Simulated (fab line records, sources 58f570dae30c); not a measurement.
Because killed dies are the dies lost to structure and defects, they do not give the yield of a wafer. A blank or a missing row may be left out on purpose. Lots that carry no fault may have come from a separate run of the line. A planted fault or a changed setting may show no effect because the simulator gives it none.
fab line records -- flow berkeley_cmos170
record: lots: 6, wafers: 18, last_day: 14
route steps=331 shown M2@271
lots that met no fault: taken from a fault-free run of the same line
start_h: hours from the record's opening day to when the first of the lot's shown wafers began -- wait_h: time in hours since the lot's previous step -- " unchanged from the row above -- L1.1+2: a row that stands for several wafers -- - value missing, or start not given -- * or withheld: withheld -- < > ~ a bound
route shown NAME@n: NAME is a module with steps in the file, n the number in the route of the first one -- usual: mean/standard deviation of fault-free wafers -- same: alike in all rows -- chamber/n: place in a boat -- sites: per-site readings -- _std_site: how widely they spread, as a standard deviation -- _edge_site: inner sites' mean taken away from outer sites' mean -- radius_mm: how far each site lies from the wafer's centre -- mask NAME#n: copy n -- behind: tool/chamber where the wafer was last shaped -- hold: cause of the lot's hold/its duration in hours/its outcome -- device: transistor that didn't switch, given as n, p or np -- end of line: tests of these same wafers at the route's end -- a step with no rows: only its recipe -- killed: dies lost to structure and defects at the first sort, not the wafer's yield -- map: the dies of a wafer, with x for killed, . for not killed, _ for no die there
set.NAME: the setting the step ran with; set.NAME@STEP: the setting that earlier step ran with -- model.NAME: the simulator's own value behind a step, which no gauge read
a table for each step, a row for each wafer; lots at some steps of the route
services: the hour from which a tool's chamber was out of use, counted from the record's first day as start_h (under 0 if before that day), plus the number of hours and why
== steps ==
step: UCB170_M2_PRE_CLEAN_00
recipe: gas: Ar, preclean_etch_time_s: 60
step: UCB170_M2_SPUTTER_01
recipe: material: Al, target_thk_nm: 900, time_s: 120, power_w: 6000, chamber_pressure_pa: 0.5
usual: throttle_valve_pct: 29.7/1
lot.wafer,tool,chamber,start_h,wait_h,throttle_valve_pct
L274.1,pvd_sputter-01,-,200.48,0.0,31.2
L274.5,pvd_sputter-01,-,200.48,0.0,31.3
L274.6,pvd_sputter-01,-,200.48,0.0,31.5
L281.2,pvd_sputter-02,-,254.59,0.0,30.0
L281.5,pvd_sputter-02,-,254.59,0.0,29.7
L281.6,pvd_sputter-02,-,254.59,0.0,28.9
L283.1,pvd_sputter-04,-,256.31,0.0,29.4
L283.5,pvd_sputter-04,-,256.31,0.0,29.2
L283.6,pvd_sputter-04,-,256.31,0.0,28.7
L282.1,pvd_sputter-01,-,257.27,0.0,30.9
L282.2,pvd_sputter-01,-,257.27,0.0,29.5
L282.3,pvd_sputter-01,-,257.27,0.0,31.2
L291.4,pvd_sputter-01,-,310.15,0.0,28.9
L291.5,pvd_sputter-01,-,310.15,0.0,31.2
L291.6,pvd_sputter-01,-,310.15,0.0,31.7
L292.2,pvd_sputter-04,-,316.45,0.0,29.4
L292.3,pvd_sputter-04,-,316.45,0.0,28.7
L292.6,pvd_sputter-04,-,316.45,0.0,31.3
step: UCB170_M2_RS_MEAS_02
recipe: thk_meas_gauge: four-point-probe, reads: Al_of_M2_SPUTTER_01
usual: M2_AL_RS: 0.0323/0.00056
lot.wafer,tool,chamber,start_h,wait_h,M2_AL_RS[ohm/sq]
L274.1,film_metro-03,-,200.56,0.0,0.0322
L274.5,film_metro-03,-,200.56,0.0,0.0324
L274.6,film_metro-03,-,200.56,0.0,0.0324
L281.2,film_metro-03,-,254.72,0.1,0.0330
L281.5,film_metro-03,-,254.72,0.1,0.0330
L281.6,film_metro-03,-,254.72,0.1,0.0323
L283.1,film_metro-02,-,256.39,0.0,0.0317
L283.5,film_metro-02,-,256.39,0.0,0.0318
L283.6,film_metro-02,-,256.39,0.0,0.0319
L282.1,film_metro-04,-,257.36,0.0,0.0329
L282.2,film_metro-04,-,257.36,0.0,0.0328
L282.3,film_metro-04,-,257.36,0.0,0.0330
L291.4,film_metro-03,-,310.30,0.1,0.0327
L291.5,film_metro-03,-,310.30,0.1,0.0327
L291.6,film_metro-03,-,310.30,0.1,0.0330
L292.2,film_metro-04,-,316.56,0.1,0.0317
L292.3,film_metro-04,-,316.56,0.1,0.0314
L292.6,film_metro-04,-,316.56,0.1,0.0313
step: UCB170_M2_THK_MEAS_03
recipe: thk_meas_gauge: xrf, reads: Al_of_M2_SPUTTER_01
usual: M2_AL_THK: 880/18
lot.wafer,tool,chamber,start_h,wait_h,M2_AL_THK[nm]
L274.1,film_metro-03,-,200.68,0.1,874
L274.5,film_metro-03,-,200.68,0.1,871
L274.6,film_metro-03,-,200.68,0.1,871
L281.2,film_metro-03,-,254.83,0.1,854
L281.5,film_metro-03,-,254.83,0.1,859
L281.6,film_metro-03,-,254.83,0.1,873
L283.1,film_metro-02,-,256.51,0.1,905
L283.5,film_metro-02,-,256.51,0.1,906
L283.6,film_metro-02,-,256.51,0.1,902
L282.1,film_metro-04,-,257.48,0.1,868
L282.2,film_metro-04,-,257.48,0.1,874
L282.3,film_metro-04,-,257.48,0.1,869
L291.4,film_metro-03,-,310.39,0.1,860
L291.5,film_metro-03,-,310.39,0.1,858
L291.6,film_metro-03,-,310.39,0.1,856
L292.2,film_metro-04,-,316.67,0.1,893
L292.3,film_metro-04,-,316.67,0.1,903
L292.6,film_metro-04,-,316.67,0.1,902
step: UCB170_M2_HMDS_04
recipe: prime_time_s: 60, prime_temp_c: 100
step: UCB170_M2_COAT_05
recipe: resist: KrF, spin_rpm: 1500, resist_thk_nm: 900
step: UCB170_M2_SOFTBAKE_06
recipe: resist: KrF, temp_c: 130, time_s: 60
step: UCB170_M2_STRIP_07
recipe: chemistry: O2, power_w: 400, pressure_mtorr: 3500, platen_temp_c: withheld, o2_flow_sccm: 400, overash_fraction: 0.5
usual: drypump_motor_current_A: 5.7/0.32, oes_product_au: 0.734/0.0043, strip_time_to_endpoint_s: 21.97/0.077
same: overash_fraction: 0.5
lot.wafer,tool,chamber,start_h,wait_h,drypump_motor_current_A,oes_product_au,rf_hours_counter_h,strip_time_to_endpoint_s
L274.1,plasma_asher-02,1,201.19,0.1,5.3,0.735,50,22.05
L274.5,plasma_asher-02,1,201.19,0.1,5.3,0.731,-,22.12
L274.6,plasma_asher-02,0,201.19,0.1,5.9,0.732,-,22.11
L281.2,plasma_asher-02,0,255.33,0.1,5.8,0.739,56,21.94
L281.5,plasma_asher-02,0,255.33,0.1,5.8,0.730,-,21.96
L281.6,plasma_asher-02,1,255.33,0.1,5.3,0.739,-,21.99
L283.1,plasma_asher-01,1,257.02,0.1,5.4,0.735,48,21.96
L283.5,plasma_asher-01,1,257.02,0.1,5.4,0.734,-,21.96
L283.6,plasma_asher-01,0,257.02,0.1,6.1,0.734,-,22.00
L282.1,plasma_asher-04,1,258.20,0.1,6.0,0.740,50,21.95
L282.2,plasma_asher-04,0,258.20,0.1,5.4,0.745,50,22.01
L282.3,plasma_asher-04,1,258.20,0.1,6.0,0.735,-,22.01
L291.4,plasma_asher-04,0,310.90,0.1,5.4,0.730,-,21.92
L291.5,plasma_asher-04,0,310.90,0.1,5.4,0.730,-,21.81
L291.6,plasma_asher-04,1,310.90,0.1,6.0,0.735,-,21.78
L292.2,plasma_asher-01,0,317.48,0.1,6.1,0.737,53,21.97
L292.3,plasma_asher-01,1,317.48,0.1,5.4,0.733,-,22.03
L292.6,plasma_asher-01,0,317.48,0.1,6.1,0.739,-,22.01
step: UCB170_M2_STRIP_08
recipe: chemistry: DMSO, temp_c: 80, time_s: 600, material: KrF
step: UCB170_M2_COAT_09
recipe: resist: BARC, temp_c: withheld, time_s: withheld, spin_rpm: 3000, resist_thk_nm: withheld
step: UCB170_M2_COAT_10
recipe: resist: KrF, spin_rpm: 1500, resist_thk_nm: 900
step: UCB170_M2_SOFTBAKE_11
recipe: resist: KrF, temp_c: 130, time_s: 57.62
step: UCB170_M2_EXPOSE_12
recipe: mask_id: METAL2, target_cd_nm: 700, na: 0.5, sigma_outer: 0.6, source_shape: conventional, dose_mj: 26
usual: exposure_dose_mJ_cm2: 26.06/0.04, focus_offset_nm: 0.0/0.5
lot.wafer,tool,chamber,start_h,wait_h,mask,exposure_dose_mJ_cm2,focus_offset_nm
L274.1,krf_scanner-02,0,201.92,-,METAL2#0,26.02,1.0
L274.5,krf_scanner-02,0,201.92,-,METAL2#0,26.06,0.4
L274.6,krf_scanner-02,0,201.92,-,METAL2#0,26.06,-0.1
L281.2,krf_scanner-02,-,256.21,-,METAL2#0,-,-
L281.5,krf_scanner-02,-,256.21,-,METAL2#0,-,-
L281.6,krf_scanner-02,-,256.21,-,METAL2#0,-,-
L283.1,krf_scanner-01,-,257.89,-,METAL2#0,-,-
L283.5,krf_scanner-01,-,257.89,-,METAL2#0,-,-
L283.6,krf_scanner-01,-,257.89,-,METAL2#0,-,-
L282.1,krf_scanner-02,0,259.05,-,METAL2#0,26.00,-0.6
L282.2,krf_scanner-02,0,259.05,-,METAL2#0,26.00,0.7
L282.3,krf_scanner-02,0,259.05,-,METAL2#0,26.04,0.9
L291.4,krf_scanner-01,0,311.78,-,METAL2#0,26.05,0.5
L291.5,krf_scanner-01,0,311.78,-,METAL2#0,26.05,-0.7
L291.6,krf_scanner-01,0,311.78,-,METAL2#0,26.06,-0.4
L292.2,krf_scanner-01,0,318.71,-,METAL2#0,26.06,0.8
L292.3,krf_scanner-01,0,318.71,-,METAL2#0,26.07,-0.5
L292.6,krf_scanner-01,0,318.71,-,METAL2#0,26.06,0.0
step: UCB170_M2_PEB_13
recipe: peb_temp_c: 130, peb_time_s: withheld, resist: KrF
== services ==
tool,chamber,start_h,hours,kind
krf_scanner-01,-,204.68,0.8,pm
krf_scanner-02,-,211.01,1.0,pm
krf_scanner-01,0,217.69,-,calibration
krf_scanner-01,-,226.16,1.3,pm
pvd_sputter-02,-,246.36,1.5,repair
plasma_asher-04,-,250.51,2.0,repair
krf_scanner-01,-,254.96,0.3,repair
krf_scanner-01,-,278.14,1.0,pm
krf_scanner-02,-,305.23,0.8,pm
krf_scanner-01,-,306.98,4.4,pm
krf_scanner-02,-,311.25,-,calibration
krf_scanner-02,-,312.14,0.2,repair
== key ==
first_sign: step: UCB170_M2_EXPOSE_12, reading: tool_record, direction: missing
effect none on later readings
met_at UCB170_M2_EXPOSE_12
struck_wafers L281.2,L281.5,L281.6,L283.1,L283.5,L283.6
later_rows_left_out L281.2,L281.5,L281.6,L283.1,L283.5,L283.6
sort_left_out L281.2,L281.5,L281.6,L283.1,L283.5,L283.6
onset_between 201.92 256.21
fault: kind: skipped_step_whole, tool: krf_scanner-01,krf_scanner-02, chamber: -, onset_h: 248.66, steps: UCB170_M2_EXPOSE_12, scope: struck_lots_only
sort_left_out: the simulated sort isn't trusted on such a fault, so these wafers' sort isn't shown, and their yield isn't known
later_rows_left_out: the simulator's readings of these wafers behind a module that went badly wrong aren't trusted and aren't shown, but for the sort
